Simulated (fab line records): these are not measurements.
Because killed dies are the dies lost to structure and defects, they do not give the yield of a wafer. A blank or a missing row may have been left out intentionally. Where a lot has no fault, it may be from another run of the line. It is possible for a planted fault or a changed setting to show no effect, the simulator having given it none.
Tool commonality check	flow berkeleyCmos170	12 lots, 36 wafers sampled

== REASON FOR OPENING ==
Of 12 lots, 4 have the reading CONTACT_PSG_THK flagged at UCB170_CONTACT_THK_MEAS_02. Fault-free wafers read 702 nm, with a standard deviation of 7.3.
Rule: a lot gets a flag if all its wafers with a number sit over 4 standard deviations from that mean, or if no wafer of it has a number. All remaining lots are regarded as sound.

lot	measured	on	CONTACT_PSG_THK (nm), wafer by wafer	flag
L219	day 6 09:58	filmMetro-02	715 712 708	
L220	day 6 22:45	filmMetro-01	699 703 695	
L222	day 7 11:25	filmMetro-01	604 608 598	FLAGGED
L224	day 7 13:11	filmMetro-01	601 597 600	FLAGGED
L223	day 7 13:11	filmMetro-03	601 603 609	FLAGGED
L221	day 7 13:12	filmMetro-02	601 604 600	FLAGGED
L231	day 8 20:43	filmMetro-01	700 701 700	
L233	day 9 13:11	filmMetro-03	709 704 714	
L232	day 9 14:56	filmMetro-03	705 708 710	
L238	day 10 23:18	filmMetro-03	702 701 700	
L239	day 11 01:05	filmMetro-02	692 707 701	
L242	day 11 08:56	filmMetro-02	706 701 704	
Average over the flagged lots: 602 nm; offset from the usual -100 nm, equal to -14 standard deviations.

== TOOL THAT RAN EACH LOT ==
The record keeps 1 process step preceding the reading, out of 331 steps on the route. Read each cell as the tool, then ch plus the chambers that the sampled wafers visited, then the start.
lot	flag	UCB170_CONTACT_CVD_01
L219		lpcvd-02 ch 0, day 6 08:10
L220		lpcvd-02 ch 0, day 6 20:58
L222	FLAGGED	lpcvd-02 ch 1, day 7 09:37
L224	FLAGGED	lpcvd-02 ch 1, day 7 11:23
L223	FLAGGED	lpcvd-02 ch 0, day 7 11:23
L221	FLAGGED	lpcvd-02 ch 0, day 7 11:23
L231		lpcvd-01 ch 1, day 8 18:55
L233		lpcvd-01 ch 0, day 9 11:22
L232		lpcvd-01 ch 1, day 9 13:10
L238		lpcvd-01 ch 1, day 10 21:31
L239		lpcvd-01 ch 1, day 10 23:18
L242		lpcvd-01 ch 0, day 11 07:09
What the steps here do:
- UCB170_CONTACT_CVD_01: deposits PSG from SiH4/O2/PH3, target thk 700 nm, time 2820 s.
- UCB170_CONTACT_THK_MEAS_02

== FLAGGED AGAINST TOTAL, ONE TOOL AT A TIME (gauges that did the reading follow at the end) ==
step	tool	lots run	flagged	share of the flagged lots	sound lots run after its first flagged lot
UCB170_CONTACT_CVD_01	lpcvd-01	6	0	none	-
UCB170_CONTACT_CVD_01	lpcvd-02	6	4	all	0
UCB170_CONTACT_THK_MEAS_02	filmMetro-01	4	2	some	1 (L231)
UCB170_CONTACT_THK_MEAS_02	filmMetro-02	4	1	some	2 (L239,L242)
UCB170_CONTACT_THK_MEAS_02	filmMetro-03	4	1	some	3 (L233,L232,L238)

== THE TABLE: WHAT IT ALLOWS ==
Rows of the table that ran each flagged lot: 1, that is lpcvd-02 at UCB170_CONTACT_CVD_01.
- lpcvd-02 at UCB170_CONTACT_CVD_01 ran 6 lots, 4 of them flagged. A fault beginning between L220 (day 6 20:58), its last sound lot, and L222 (day 7 09:37), its first flagged one, fits the data.
Just one tool remains: lpcvd-02 at UCB170_CONTACT_CVD_01.

== WHAT THE SIMULATOR PUT IN ==
Site profile drift: lpcvd-02, from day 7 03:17 on, at UCB170_CONTACT_CVD_01. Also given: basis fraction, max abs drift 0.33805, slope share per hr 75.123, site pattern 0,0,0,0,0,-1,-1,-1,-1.
Lots struck among those shown: L222, L224, L223, L221. This agrees with what the rule above found.
